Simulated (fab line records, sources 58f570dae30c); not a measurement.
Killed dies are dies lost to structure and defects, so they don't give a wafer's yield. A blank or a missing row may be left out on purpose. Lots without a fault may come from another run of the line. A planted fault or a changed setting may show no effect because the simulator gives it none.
fab line records | flow berkeley_cmos170
record lots=5 wafers=15 last_day=11
route steps=331 shown PWELL@40 WELLDRIVE@55 ACTIVE@60
lots that met no fault: from a run of the same line without faults
start_h: hours from the record's first day to the start of the lot's first wafer shown | wait_h: hours since the lot's step before | " the same as in the row above | L1.1+2: a row that stands for several wafers | - no value, or no start given | * or withheld: withheld | < > ~ a bound
route shown NAME@n: a module of which the file shows steps, and the number in the route of the first | usual: mean/standard deviation of fault-free wafers | same: alike in all rows | chamber/n: place in a boat | sites: the reading at each site | _std_site: their standard deviation | _edge_site: outer sites' mean less inner sites' | radius_mm: how far each site lies from the wafer's centre | mask NAME#n: copy n | behind: the tool/chamber that last shaped the wafer | hold: why the lot was held/for how many hours/how that ended | device: the transistor (n, p or np) that didn't switch | end of line: the same wafers' tests at the end of the route | a step without rows: its recipe alone | killed: dies lost to structure and defects at the first sort, not the wafer's yield | map: a wafer's dies, x killed, . not, _ none there
set.NAME: the setting as run; set.NAME@STEP: as run at that earlier step | model.NAME: the simulator's own value behind a step, which no gauge read
lots at some steps of the route; a table a step, a row a wafer
services: from which hour (start_h, from the record's first day; less than 0 if before it) a tool's chamber was out of use, for how many hours, and why
## steps
# step UCB170_PWELL_THK_MEAS_06
# recipe reads=Si3N4_of_PWELL_CVD_05
# usual PWELL_NITRIDE_THK=218.5/2
# columns lot.wafer tool chamber start_h wait_h PWELL_NITRIDE_THK[nm]
L080.2 film_metro-03 - 85.09 0.0 218.4
L080.3 " - " " 218.1
L080.5 " - " " 218.7
L083.1 film_metro-04 - 106.76 0.0 216.8
L083.4 " - " " 216.2
L083.5 " - " " 216.2
L085.2 film_metro-04 - 112.98 0.0 219.1
L085.3 " - " " 217.7
L085.4 " - " " 219.1
L089.1 film_metro-04 - 133.10 0.0 218.2
L089.5 " - " " 218.4
L089.6 " - " " 219.8
L088.2 film_metro-03 - 133.11 0.0 217.3
L088.3 " - " " 216.2
L088.4 " - " " 217.2
# step UCB170_PWELL_HMDS_07
# recipe prime_time_s=60 prime_temp_c=100
# same prime_time_s=60
# columns lot.wafer tool chamber start_h wait_h
L080.2+3+5 litho_track-01 0 85.28 0.2
L083.1+4+5 litho_track-01 0 107.19 0.4
L085.2+3+4 litho_track-04 0 113.05 0.1
L088.2+3+4 litho_track-04 0 133.18 0.1
L089.1+5+6 litho_track-01 0 133.37 0.3
# step UCB170_PWELL_COAT_08
# recipe resist=KrF spin_rpm=1500 resist_thk_nm=900
# usual dispense_pressure_kPa=52.8/1.3 spin_speed_rpm=1499.9/0.87
# columns lot.wafer tool chamber start_h wait_h dispense_pressure_kPa spin_speed_rpm
L080.2 litho_track-01 0 85.43 0.1 50.5 1500.6
L080.3 " 0 " " 50.5 1500.6
L080.5 " 0 " " 50.5 1500.3
L083.1 litho_track-01 0 107.34 0.1 50.5 1498.6
L083.4 " 0 " " 50.5 1498.7
L083.5 " 0 " " 50.5 1499.5
L085.2 litho_track-04 0 113.20 0.1 54.1 1499.5
L085.3 " 0 " " 54.1 1499.6
L085.4 " 0 " " 54.1 1499.6
L088.2 litho_track-04 0 133.33 0.1 54.0 1500.3
L088.3 " 0 " " 54.0 1500.7
L088.4 " 0 " " 54.1 1499.7
L089.1 litho_track-01 0 133.52 0.1 50.5 1500.4
L089.5 " 0 " " 50.5 1498.1
L089.6 " 0 " " 50.5 1499.6
# step UCB170_PWELL_SOFTBAKE_09
# recipe resist=KrF temp_c=130 time_s=60
# usual heater_power_total_W=56.80/0.046
# columns lot.wafer tool chamber start_h wait_h heater_power_total_W
L080.2 litho_track-01 0 85.58 0.1 56.84
L080.3 " 0 " " 56.86
L080.5 " 0 " " 56.74
L083.1 litho_track-01 0 107.49 0.1 56.88
L083.4 " 0 " " 56.81
L083.5 " 0 " " 56.73
L085.2 litho_track-04 0 113.35 0.1 56.83
L085.3 " 0 " " 56.80
L085.4 " 0 " " 56.84
L088.2 litho_track-04 0 133.48 0.1 56.85
L088.3 " 0 " " 56.73
L088.4 " 0 " " 56.78
L089.1 litho_track-01 0 133.67 0.1 56.85
L089.5 " 0 " " 56.66
L089.6 " 0 " " 56.84
# step UCB170_PWELL_EXPOSE_10
# recipe mask_id=PWELL target_cd_nm=3000 na=0.5 sigma_outer=0.6 source_shape=conventional dose_mj=19
# usual reticle_temp_C=23.02/0.09
# columns lot.wafer tool chamber start_h wait_h mask reticle_temp_C
L080.2 krf_scanner-01 0 85.78 0.2 PWELL#0 23.04
L080.3 " 0 " " PWELL#0 22.83
L080.5 " 0 " " PWELL#0 22.92
L083.1 krf_scanner-02 0 107.64 0.1 PWELL#0 22.88
L083.4 " 0 " " PWELL#0 22.83
L083.5 " 0 " " PWELL#0 23.05
L085.2 krf_scanner-02 0 113.50 0.1 PWELL#0 23.05
L085.3 " 0 " " PWELL#0 23.09
L085.4 " 0 " " PWELL#0 22.93
L088.2 krf_scanner-01 0 133.63 0.1 PWELL#0 23.00
L088.3 " 0 " " PWELL#0 23.15
L088.4 " 0 " " PWELL#0 23.11
L089.1 krf_scanner-02 0 133.95 0.2 PWELL#0 23.13
L089.5 " 0 " " PWELL#0 22.97
L089.6 " 0 " " PWELL#0 22.90
# step UCB170_PWELL_PEB_11
# recipe peb_temp_c=130 peb_time_s=withheld resist=KrF
# usual heater_power_total_W=56.80/0.046
# columns lot.wafer tool chamber start_h wait_h heater_power_total_W
L080.2 litho_track-01 0 85.90 0.1 56.84
L080.3 " 0 " " 56.83
L080.5 " 0 " " 56.74
L083.1 litho_track-01 0 107.92 0.3 56.85
L083.4 " 0 " " 56.79
L083.5 " 0 " " 56.84
L085.2 litho_track-04 0 113.62 0.1 56.80
L085.3 " 0 " " 56.87
L085.4 " 0 " " 56.76
L088.2 litho_track-02 0 134.02 0.4 56.78
L088.3 " 0 " " 56.72
L088.4 " 0 " " 56.78
L089.1 litho_track-04 0 134.51 0.5 56.81
L089.5 " 0 " " 56.78
L089.6 " 0 " " 56.91
# step UCB170_PWELL_DEVELOP_12
# recipe developer=TMAH develop_time_s=45 resist=KrF dev_temp_c=21
# columns lot.wafer tool chamber start_h wait_h
L080.2+3+5 litho_track-01 0 - -
L083.1+4+5 litho_track-01 0 - -
L085.2+3+4 litho_track-04 0 - -
L088.2+3+4 litho_track-02 0 - -
L089.1+5+6 litho_track-04 0 - -
# step UCB170_PWELL_OVL_MEAS_13
# usual PWELL_OVL=0/4.4
# columns lot.wafer tool chamber start_h wait_h PWELL_OVL[nm]
L080.2 overlay-02 - 86.16 - 1
L080.3 " - " " -4
L080.5 " - " " 0
L083.1 overlay-01 - 108.19 - -4
L083.4 " - " " 0
L083.5 " - " " -5
L085.2 overlay-02 - 113.87 - -6
L085.3 " - " " -8
L085.4 " - " " -4
L088.2 overlay-01 - 134.27 - 3
L088.3 " - " " 0
L088.4 " - " " 1
L089.1 overlay-02 - 134.78 - -1
L089.5 " - " " 0
L089.6 " - " " -8
# step UCB170_PWELL_ETCH_14
# recipe chemistry=CH3F/Ar/O2 target=Si3N4 stop_on=SiO2 CH3F_flow_sccm=20 Ar_flow_sccm=50 O2_flow_sccm=7 pressure_mtorr=50 rf_w=450 target_depth_a=2420 over_etch_frac=0.1 time_s=151
# usual chamber_pressure_mTorr=50.00/0.043 drypump_motor_current_A=5.7/0.46 oes_product_au=0.941/0.017 throttle_valve_pct=8.06/0.14
# columns lot.wafer tool chamber start_h wait_h chamber_pressure_mTorr drypump_motor_current_A oes_product_au rf_hours_counter_h throttle_valve_pct
L080.2 rie_diel-01 0 86.19 0.0 50.05 6.7 0.943 102 8.14
L080.3 " 1 " " 49.98 6.0 0.972 26 8.31
L080.5 " 3 " " 49.98 5.3 0.938 - 8.12
L083.1 rie_diel-01 1 108.23 0.0 50.02 6.0 0.959 27 8.31
L083.4 " 0 " " 50.01 6.6 0.940 102 8.13
L083.5 " 2 " " 50.00 5.8 0.906 - 8.10
L085.2 rie_diel-03 3 113.90 0.0 49.99 5.3 0.968 30 8.12
L085.3 " 2 " " 50.00 5.2 0.943 140 8.02
L085.4 " 0 " " 50.05 5.5 0.937 11 8.11
L088.2 rie_diel-01 2 134.30 0.0 49.99 5.8 0.906 146 8.10
L088.3 " 1 " " 50.02 6.0 0.959 28 8.32
L088.4 " 3 " " 50.02 5.3 0.935 61 8.12
L089.1 rie_diel-03 2 134.82 0.0 49.99 5.2 0.940 141 8.03
L089.5 " 0 " " 49.91 5.5 0.943 - 8.10
L089.6 " 3 " " 50.05 5.3 0.962 - 8.11
# step UCB170_PWELL_IMPLANT_15
# recipe species=B dose_cm2=5e+12 energy_kev=60 tilt_deg=7
# usual faraday_current_uA=15.8/0.32 tilt_deg=7.004/0.02
# columns lot.wafer tool chamber start_h wait_h faraday_current_uA tilt_deg
L080.2 implanter-04 0 86.32 0.1 16.2 7.028
L080.3 " 0 " " 15.7 6.999
L080.5 " 0 " " 15.9 7.024
L083.1 implanter-03 0 108.33 0.1 15.9 6.996
L083.4 " 0 " " 15.8 7.005
L083.5 " 0 " " 15.7 7.020
L085.2 implanter-04 0 114.03 0.1 16.0 7.012
L085.3 " 0 " " 15.9 7.024
L085.4 " 0 " " 15.8 7.049
L088.2 implanter-03 0 134.43 0.1 16.1 7.011
L088.3 " 0 " " 15.5 7.031
L088.4 " 0 " " 16.5 7.033
L089.1 implanter-03 0 134.92 0.1 15.6 7.010
L089.5 " 0 " " 15.5 6.989
L089.6 " 0 " " 15.6 7.018
# step UCB170_PWELL_STRIP_16
# recipe chemistry=O2 power_w=400 pressure_mtorr=3500 platen_temp_c=withheld o2_flow_sccm=400 overash_fraction=0.5
# usual chamber_pressure_mTorr=3500/3 drypump_motor_current_A=6.0/0.37 oes_product_au=0.720/0.0045 strip_time_to_endpoint_s=18.09/0.12
# columns lot.wafer tool chamber start_h wait_h chamber_pressure_mTorr drypump_motor_current_A oes_product_au rf_hours_counter_h strip_time_to_endpoint_s
L080.2 plasma_asher-03 1 86.44 0.1 3501 6.7 0.716 27 18.34
L080.3 " 0 " " 3501 5.9 0.720 - 18.10
L080.5 " 1 " " 3492 6.7 0.716 - 18.21
L083.1 plasma_asher-03 0 108.48 0.1 3502 5.9 0.731 29 18.02
L083.4 " 1 " " 3498 6.7 0.719 - 18.21
L083.5 " 0 " " 3501 5.9 0.726 - 18.19
L085.2 plasma_asher-03 0 114.15 0.1 3502 5.9 0.717 30 17.96
L085.3 " 1 " " 3501 6.7 0.716 - 18.13
L085.4 " 0 " " 3494 5.9 0.717 - 18.11
L088.2 plasma_asher-03 0 134.55 0.1 3498 5.9 0.720 32 18.22
L088.3 " 1 " " 3501 6.7 0.724 - 18.05
L088.4 " 0 " " 3500 5.9 0.725 - 18.17
L089.1 plasma_asher-01 1 135.07 0.1 3499 5.7 0.720 2 18.03
L089.5 " 0 " " 3500 6.2 0.720 - 18.14
L089.6 " 1 " " 3502 5.6 0.716 - 18.10
# step UCB170_PWELL_TW_MEAS_17
# usual PWELL_TW=376/3
# columns lot.wafer tool chamber start_h wait_h PWELL_TW
L080.2 film_metro-04 - 86.55 0.1 377
L080.3 " - " " 379
L080.5 " - " " 378
L083.1 film_metro-04 - 108.58 0.1 378
L083.4 " - " " 381
L083.5 " - " " 378
L085.2 film_metro-04 - 114.26 0.1 379
L085.3 " - " " 382
L085.4 " - " " 379
L088.2 film_metro-04 - 134.66 0.1 374
L088.3 " - " " 373
L088.4 " - " " 375
L089.1 film_metro-03 - 135.17 0.1 375
L089.5 " - " " 376
L089.6 " - " " 376
# step UCB170_PWELL_CLEAN_18
# recipe chemistry=SPM temp_c=120 time_s=600
# columns lot.wafer tool chamber start_h wait_h
L080.2+3+5 wet_bench-04 2 86.78 0.2
L083.1+4+5 wet_bench-02 1 108.64 0.1
L085.2+3+4 wet_bench-02 3 114.31 0.0
L088.2+3+4 wet_bench-02 3 134.71 0.0
L089.1+5+6 wet_bench-02 0 135.23 0.1
# step UCB170_PWELL_WET_ETCH_19
# recipe chemistry=H3PO4 target=Si3N4 temp_c=160 time_s=14400
# columns lot.wafer tool chamber start_h wait_h
L080.2+3+5 wet_bench-04 0 87.33 0.4
L083.1+4+5 wet_bench-04 1 108.82 0.0
L085.2+3+4 wet_bench-04 2 114.49 0.0
L088.2+3+4 wet_bench-04 2 134.90 0.0
L089.1+5+6 wet_bench-02 3 135.42 0.0
# step UCB170_PWELL_WET_ETCH_20
# recipe chemistry=BOE dilution=5:1 target=SiO2 temp_c=25 time_s=22
# columns lot.wafer tool chamber start_h wait_h
L080.2+3+5 wet_bench-02 2 91.33 0.0
L083.1+4+5 wet_bench-04 0 112.82 0.0
L085.2+3+4 wet_bench-02 3 123.04 0.5
L088.2+3+4 wet_bench-04 1 139.94 1.0
L089.1+5+6 wet_bench-04 0 139.94 0.1
# step UCB170_WELLDRIVE_CLEAN_00
# recipe chemistry=SPM temp_c=120 time_s=600
# columns lot.wafer tool chamber start_h wait_h
L080.2+3+5 wet_bench-04 0 91.35 0.0
L083.1+4+5 wet_bench-04 0 112.84 0.0
L085.2+3+4 wet_bench-02 3 123.07 0.0
L088.2+3+4 wet_bench-04 0 139.98 0.0
L089.1+5+6 wet_bench-04 1 139.98 0.0
# step UCB170_WELLDRIVE_OXIDATION_01
# recipe temp_c=1100 ambient=O2 target_thk_a=1990 ox_time_s=9000
# usual spike_tc_centre_C=1101.9/1.4 zone_power_source_pct=42/3.5
# same ox_time_s=9000
# columns lot.wafer tool chamber start_h wait_h spike_tc_centre_C zone_power_source_pct
L080.2 furnace-02 0 97.57 6.0 1101.9 38
L080.3 " 0 " " 1102.2 38
L080.5 " 0 " " 1102.1 39
L083.1 furnace-01 0 116.75 3.7 1101.6 48
L083.4 " 0 " " 1104.8 47
L083.5 " 0 " " 1101.7 47
L085.2 furnace-02 0 127.50 4.2 1103.3 39
L085.3 " 0 " " 1103.1 39
L085.4 " 0 " " 1103.0 39
L088.2 furnace-01 0 144.51 4.3 1101.6 47
L088.3 " 0 " " 1103.9 47
L088.4 " 0 " " 1104.1 47
L089.1 furnace-01 0 144.51 4.3 1103.5 47
L089.5 " 0 " " 1101.0 47
L089.6 " 0 " " 1103.6 47
# step UCB170_WELLDRIVE_THK_MEAS_02
# recipe reads=SiO2_of_WELLDRIVE_OXIDATION_01
# usual WELLDRIVE_OXIDE_THK=199/3.8
# columns lot.wafer tool chamber start_h wait_h WELLDRIVE_OXIDE_THK[nm]
L080.2 film_metro-04 - 101.08 0.0 197
L080.3 " - " " 196
L080.5 " - " " 198
L083.1 film_metro-03 - 120.25 0.0 202
L083.4 " - " " 204
L083.5 " - " " 202
L085.2 film_metro-02 - 131.01 0.0 196
L085.3 " - " " 196
L085.4 " - " " 197
L088.2 film_metro-04 - 148.02 0.0 197
L088.3 " - " " 201
L088.4 " - " " 198
L089.1 film_metro-02 - 148.06 0.0 196
L089.5 " - " " 192
L089.6 " - " " 196
# step UCB170_WELLDRIVE_ANNEAL_03
# recipe temp_c=1100 time_s=900 ambient=N2
# usual spike_tc_centre_C=1102.4/1.3 zone_power_source_pct=42/3.9
# columns lot.wafer tool chamber start_h wait_h spike_tc_centre_C zone_power_source_pct
L080.2 furnace-01 0 105.91 4.8 1103.2 47
L080.3 " 0 " " 1103.5 47
L080.5 " 0 " " 1103.7 47
L083.1 furnace-02 0 126.25 6.0 1102.2 39
L083.4 " 0 " " 1102.2 39
L083.5 " 0 " " 1102.0 39
L085.2 furnace-04 0 134.30 3.3 1103.1 42
L085.3 " 0 " " 1099.2 42
L085.4 " 0 " " 1102.1 42
L088.2 furnace-02 0 153.38 5.3 1102.4 39
L088.3 " 0 " " 1103.9 39
L088.4 " 0 " " 1101.6 39
L089.1 furnace-02 0 153.38 5.3 1101.6 38
L089.5 " 0 " " 1101.6 38
L089.6 " 0 " " 1100.4 39
# step UCB170_WELLDRIVE_WET_ETCH_04
# recipe chemistry=BOE dilution=5:1 target=SiO2 temp_c=25 time_s=120
# columns lot.wafer tool chamber start_h wait_h
L080.2+3+5 wet_bench-02 1 107.35 0.2
L083.1+4+5 wet_bench-01 1 127.52 0.0
L085.2+3+4 wet_bench-01 2 135.68 0.1
L088.2+3+4 wet_bench-01 2 156.57 1.9
L089.1+5+6 wet_bench-01 3 156.57 1.9
# step UCB170_ACTIVE_CLEAN_00
# recipe chemistry=SPM temp_c=120 time_s=600
# columns lot.wafer tool chamber start_h wait_h
L080.2+3+5 wet_bench-01 2 107.54 0.2
L083.1+4+5 wet_bench-01 1 127.56 0.0
L085.2+3+4 wet_bench-04 0 138.91 3.2
L088.2+3+4 wet_bench-01 1 156.80 0.2
L089.1+5+6 wet_bench-01 1 156.80 0.2
# step UCB170_ACTIVE_CLEAN_01
# recipe chemistry=dHF dilution=25:1 time_s=60
# columns lot.wafer tool chamber start_h wait_h
L080.2+3+5 wet_bench-01 3 107.72 0.0
L083.1+4+5 wet_bench-02 0 127.74 0.0
L085.2+3+4 wet_bench-04 0 139.95 0.8
L088.2+3+4 wet_bench-01 1 157.32 0.3
L089.1+5+6 wet_bench-01 3 157.32 0.3
# step UCB170_ACTIVE_OXIDATION_02
# recipe temp_c=1000 ambient=O2 target_thk_a=264 ox_time_s=1260
# usual spike_tc_centre_C=1001.5/1.4 zone_power_source_pct=33.4/2.3
# same ox_time_s=1260
# columns lot.wafer tool chamber start_h wait_h spike_tc_centre_C zone_power_source_pct
L080.2 furnace-02 0 113.30 5.6 1002.5 31.1
L080.3 " 0 " " 1002.1 30.6
L080.5 " 0 " " 1002.4 30.3
L083.1 furnace-02 0 132.25 4.5 1002.5 31.1
L083.4 " 0 " " 1002.8 30.5
L083.5 " 0 " " 1001.1 30.2
L085.2 furnace-04 0 143.83 3.9 1000.3 32.8
L085.3 " 0 " " 1002.3 32.8
L085.4 " 0 " " 999.8 33.0
L088.2 furnace-04 0 160.56 3.2 1000.8 33.4
L088.3 " 0 " " 999.6 32.2
L088.4 " 0 " " 999.9 32.2
L089.1 furnace-04 0 160.56 3.2 999.4 33.4
L089.5 " 0 " " 999.5 32.9
L089.6 " 0 " " 999.5 33.1
# step UCB170_ACTIVE_THK_MEAS_03
# recipe reads=SiO2_of_ACTIVE_OXIDATION_02
# usual ACTIVE_OXIDE_THK=26.4/0.47
# columns lot.wafer tool chamber start_h wait_h ACTIVE_OXIDE_THK[nm]
L080.2 film_metro-03 - 114.66 0.0 25.6
L080.3 " - " " 25.8
L080.5 " - " " 25.6
L083.1 film_metro-03 - 133.60 0.0 25.4
L083.4 " - " " 25.5
L083.5 " - " " 25.7
L085.2 film_metro-03 - 145.19 0.0 26.3
L085.3 " - " " 26.1
L085.4 " - " " 26.3
L089.1 film_metro-02 - 161.91 0.0 25.9
L089.5 " - " " 26.4
L089.6 " - " " 25.8
L088.2 film_metro-03 - 161.92 0.0 26.6
L088.3 " - " " 26.8
L088.4 " - " " 27.1
# step UCB170_ACTIVE_ANNEAL_04
# recipe temp_c=1000 time_s=900 ambient=N2
# usual spike_tc_centre_C=1002.7/1.4 zone_power_source_pct=34.5/3
# columns lot.wafer tool chamber start_h wait_h spike_tc_centre_C zone_power_source_pct
L080.2 furnace-01 0 120.25 5.6 1003.2 36.1
L080.3 " 0 " " 1002.4 37.4
L080.5 " 0 " " 1003.0 36.7
L083.1 furnace-02 0 139.10 5.5 1003.4 30.9
L083.4 " 0 " " 1002.4 30.4
L083.5 " 0 " " 1001.0 30.6
L085.2 furnace-04 0 149.85 4.6 1000.3 32.8
L085.3 " 0 " " 998.9 33.5
L085.4 " 0 " " 1001.1 32.9
L088.2 furnace-01 0 165.85 3.9 1003.9 37.1
L088.3 " 0 " " 1002.8 37.0
L088.4 " 0 " " 1002.0 36.6
L089.1 furnace-01 0 165.85 3.9 1003.3 36.7
L089.5 " 0 " " 1003.6 37.0
L089.6 " 0 " " 1003.0 37.1
# step UCB170_ACTIVE_CVD_05
# recipe material=Si3N4 target_thk_nm=220 temp_c=800 precursor=SiH2Cl2/NH3 time_s=3300 pressure_mtorr=200 sih2cl2_flow_sccm=25 nh3_flow_sccm=75
# usual spike_tc_centre_C=803.0/1.1 zone_power_source_pct=22.1/2.2
# columns lot.wafer tool chamber start_h wait_h spike_tc_centre_C zone_power_source_pct
L080.2 lpcvd-02 0 121.50 0.0 802.7 24.8
L080.3 " 0 " " 802.9 24.9
L080.5 " 0 " " 804.9 24.9
L083.1 lpcvd-02 1 141.03 0.7 802.5 21.9
L083.4 " 1 " " 802.7 21.7
L083.5 " 1 " " 803.4 21.5
L085.2 lpcvd-01 0 151.10 0.0 802.9 21.1
L085.3 " 0 " " 803.5 20.7
L085.4 " 0 " " 804.7 20.7
L088.2 lpcvd-02 1 167.76 0.7 802.5 21.3
L088.3 " 1 " " 804.6 21.4
L088.4 " 1 " " 803.7 21.7
L089.1 lpcvd-02 0 167.76 0.7 803.9 25.4
L089.5 " 0 " " 802.0 24.8
L089.6 " 0 " " 802.5 24.8
# step UCB170_ACTIVE_THK_MEAS_06
# recipe reads=Si3N4_of_ACTIVE_CVD_05
# usual ACTIVE_NITRIDE_THK=219.7/2.6
# columns lot.wafer tool chamber start_h wait_h ACTIVE_NITRIDE_THK[nm]
L080.2 film_metro-03 - 123.42 0.0 220.0
L080.3 " - " " 218.2
L080.5 " - " " 219.9
L083.1 film_metro-03 - 142.95 0.0 221.2
L083.4 " - " " 220.0
L083.5 " - " " 220.9
L085.2 film_metro-03 - 153.02 0.0 218.9
L085.3 " - " " 220.3
L085.4 " - " " 219.0
L089.1 film_metro-01 - 169.68 0.0 219.6
L089.5 " - " " 217.3
L089.6 " - " " 218.1
L088.2 film_metro-02 - 169.69 0.0 222.1
L088.3 " - " " 222.4
L088.4 " - " " 223.4
# step UCB170_ACTIVE_HMDS_07
# recipe prime_time_s=60 prime_temp_c=100
# same prime_time_s=60
# columns lot.wafer tool chamber start_h wait_h
L080.2+3+5 litho_track-02 0 123.95 0.5
L083.1+4+5 litho_track-02 0 143.01 0.1
L085.2+3+4 litho_track-04 0 153.10 0.1
L088.2+3+4 litho_track-04 0 169.80 0.1
L089.1+5+6 litho_track-03 0 169.95 0.3
# step UCB170_ACTIVE_COAT_08
# recipe resist=KrF spin_rpm=1500 resist_thk_nm=900
# usual dispense_pressure_kPa=52.7/1.4 spin_speed_rpm=1500.1/0.98
# columns lot.wafer tool chamber start_h wait_h dispense_pressure_kPa spin_speed_rpm
L080.2 litho_track-02 0 124.10 0.1 52.8 1500.3
L080.3 " 0 " " 52.9 1501.6
L080.5 " 0 " " 52.9 1501.5
L083.1 litho_track-02 0 143.16 0.1 52.9 1498.8
L083.4 " 0 " " 52.9 1498.8
L083.5 " 0 " " 52.9 1500.6
L085.2 litho_track-04 0 153.25 0.1 54.1 1498.9
L085.3 " 0 " " 54.1 1499.0
L085.4 " 0 " " 54.0 1499.4
L088.2 litho_track-04 0 169.95 0.1 54.1 1499.5
L088.3 " 0 " " 54.1 1499.5
L088.4 " 0 " " 54.1 1500.4
L089.1 litho_track-03 0 170.10 0.1 50.5 1502.0
L089.5 " 0 " " 50.5 1498.7
L089.6 " 0 " " 50.5 1500.7
# step UCB170_ACTIVE_SOFTBAKE_09
# recipe resist=KrF temp_c=130 time_s=60
# usual heater_power_total_W=56.80/0.042
# columns lot.wafer tool chamber start_h wait_h heater_power_total_W
L080.2 litho_track-02 0 124.25 0.1 56.79
L080.3 " 0 " " 56.76
L080.5 " 0 " " 56.78
L083.1 litho_track-02 0 143.31 0.1 56.81
L083.4 " 0 " " 56.75
L083.5 " 0 " " 56.77
L085.2 litho_track-04 0 153.40 0.1 56.86
L085.3 " 0 " " 56.78
L085.4 " 0 " " 56.82
L088.2 litho_track-04 0 170.10 0.1 56.78
L088.3 " 0 " " 56.76
L088.4 " 0 " " 56.70
L089.1 litho_track-03 0 170.25 0.1 56.86
L089.5 " 0 " " 56.83
L089.6 " 0 " " 56.76
# step UCB170_ACTIVE_EXPOSE_10
# recipe mask_id=ACTIVE target_cd_nm=1200 na=0.5 sigma_outer=0.6 source_shape=conventional dose_mj=20
# usual reticle_temp_C=22.99/0.097
# columns lot.wafer tool chamber start_h wait_h mask reticle_temp_C
L080.2 krf_scanner-02 0 124.39 0.1 ACTIVE#0 22.85
L080.3 " 0 " " ACTIVE#0 23.01
L080.5 " 0 " " ACTIVE#0 22.93
L083.1 krf_scanner-02 0 143.46 0.1 ACTIVE#0 23.08
L083.4 " 0 " " ACTIVE#0 23.02
L083.5 " 0 " " ACTIVE#0 22.94
L085.2 krf_scanner-02 0 153.54 0.1 ACTIVE#0 23.05
L085.3 " 0 " " ACTIVE#0 23.03
L085.4 " 0 " " ACTIVE#0 22.91
L088.2 krf_scanner-01 0 170.24 0.1 ACTIVE#0 23.01
L088.3 " 0 " " ACTIVE#0 23.14
L088.4 " 0 " " ACTIVE#0 22.98
L089.1 krf_scanner-02 0 170.59 0.3 ACTIVE#0 22.90
L089.5 " 0 " " ACTIVE#0 22.89
L089.6 " 0 " " ACTIVE#0 23.05
# step UCB170_ACTIVE_PEB_11
# recipe peb_temp_c=130 peb_time_s=withheld resist=KrF
# usual heater_power_total_W=56.80/0.042
# columns lot.wafer tool chamber start_h wait_h heater_power_total_W
L080.2 litho_track-03 0 125.06 0.6 56.83
L080.3 " 0 " " 56.79
L080.5 " 0 " " 56.76
L083.1 litho_track-02 0 143.58 0.1 56.84
L083.4 " 0 " " 56.80
L083.5 " 0 " " 56.77
L085.2 litho_track-02 0 153.66 0.1 56.78
L085.3 " 0 " " 56.83
L085.4 " 0 " " 56.80
L088.2 litho_track-03 0 170.42 0.2 56.84
L088.3 " 0 " " 56.84
L088.4 " 0 " " 56.78
L089.1 litho_track-04 0 170.77 0.2 56.76
L089.5 " 0 " " 56.84
L089.6 " 0 " " 56.78
# step UCB170_ACTIVE_DEVELOP_12
# recipe developer=TMAH develop_time_s=45 resist=KrF dev_temp_c=21
# columns lot.wafer tool chamber start_h wait_h
L080.2+3+5 litho_track-03 0 - -
L083.1+4+5 litho_track-02 0 - -
L085.2+3+4 litho_track-02 0 - -
L088.2+3+4 litho_track-03 0 - -
L089.1+5+6 litho_track-04 0 - -
# step UCB170_ACTIVE_CD_MEAS_13
# recipe target_cd_nm=1200
# usual cd_nm=1199.9/1.8
# columns lot.wafer tool chamber start_h wait_h cd_nm
L080.2 cd_sem-02 - 125.35 - 1198.6
L080.3 " - " " 1198.8
L080.5 " - " " 1198.5
L083.1 cd_sem-01 - 143.97 - 1196.4
L083.4 " - " " 1195.1
L083.5 " - " " 1195.8
L085.2 cd_sem-01 - 153.93 - 1201.8
L085.3 " - " " 1202.7
L085.4 " - " " 1202.4
L088.2 cd_sem-01 - 170.69 - 1199.0
L088.3 " - " " 1199.7
L088.4 " - " " 1198.1
L089.1 cd_sem-02 - 171.14 - 1200.0
L089.5 " - " " 1199.2
L089.6 " - " " 1200.2
# step UCB170_ACTIVE_OVL_MEAS_14
# usual ACTIVE_OVL=-1/5.9
# columns lot.wafer tool chamber start_h wait_h ACTIVE_OVL[nm]
L080.2 overlay-02 - 125.45 0.1 -2
L080.3 " - " " 4
L080.5 " - " " 2
L083.1 overlay-01 - 144.09 0.1 9
L083.4 " - " " 3
L083.5 " - " " 10
L085.2 overlay-01 - 154.04 0.1 -4
L085.3 " - " " 2
L085.4 " - " " -1
L088.2 overlay-01 - 170.80 0.1 1
L088.3 " - " " -3
L088.4 " - " " -6
L089.1 overlay-01 - 171.26 0.1 4
L089.5 " - " " 1
L089.6 " - " " -3
# step UCB170_ACTIVE_ETCH_15
# recipe chemistry=CH3F/Ar/O2 target=Si3N4 stop_on=SiO2 CH3F_flow_sccm=20 Ar_flow_sccm=50 O2_flow_sccm=7 pressure_mtorr=50 rf_w=450 target_depth_a=2420 over_etch_frac=0.1 time_s=151
# usual chamber_pressure_mTorr=49.99/0.043 drypump_motor_current_A=5.9/0.44 oes_product_au=0.943/0.02 throttle_valve_pct=8.02/0.12
# columns lot.wafer tool chamber start_h wait_h chamber_pressure_mTorr drypump_motor_current_A oes_product_au rf_hours_counter_h throttle_valve_pct
L080.2 rie_diel-02 0 125.48 0.0 49.92 5.7 0.926 14 8.10
L080.3 " 2 " " 50.04 5.9 0.956 18 8.07
L080.5 " 1 " " 50.05 6.5 0.918 - 7.98
L083.1 rie_diel-01 0 144.13 0.0 50.00 6.7 0.945 104 8.13
L083.4 " 1 " " 49.96 5.9 0.966 29 8.32
L083.5 " 2 " " 50.03 5.8 0.914 - 8.12
L085.2 rie_diel-02 3 154.07 0.0 49.99 5.3 0.964 59 8.04
L085.3 " 1 " " 50.00 6.5 0.919 45 7.95
L085.4 " 2 " " 50.00 6.0 0.965 18 8.07
L088.2 rie_diel-04 0 170.83 0.0 49.93 5.2 0.955 120 7.82
L088.3 " 2 " " 50.01 6.4 0.931 90 7.97
L088.4 " 3 " " 50.02 5.8 0.965 14 8.15
L089.1 rie_diel-04 0 171.29 0.0 50.08 5.3 0.946 121 7.82
L089.5 " 3 " " 50.00 5.8 0.947 - 8.15
L089.6 " 0 " " 50.06 5.3 0.948 - 7.84
## services
# columns tool chamber start_h hours kind
furnace-01 - 72.23 4.0 pm
rie_diel-03 0 73.00 4.3 repair
furnace-02 - 83.13 3.5 pm
rie_diel-02 3 84.49 12.0 repair
krf_scanner-02 - 84.77 2.4 repair
furnace-02 - 87.36 1.9 repair
rie_diel-04 - 91.58 0.8 repair
krf_scanner-01 - 93.12 4.4 pm
krf_scanner-01 - 97.49 1.0 pm
krf_scanner-01 - 107.22 6.8 repair
krf_scanner-01 - 107.48 4.7 repair
krf_scanner-01 - 114.05 4.0 pm
rie_diel-03 1 116.40 9.2 repair
rie_diel-04 0 119.94 7.6 repair
furnace-04 - 123.20 2.6 pm
rie_diel-02 3 126.79 4.6 repair
lpcvd-02 - 129.03 0.5 repair
krf_scanner-02 - 129.37 1.0 pm
krf_scanner-02 - 130.37 0.8 pm
implanter-04 - 134.19 3.6 repair
rie_diel-03 0 136.13 2.8 repair
rie_diel-02 - 136.51 15.6 pm
krf_scanner-01 - 157.55 0.8 pm
furnace-04 - 167.60 8.1 pm
## key
fault none
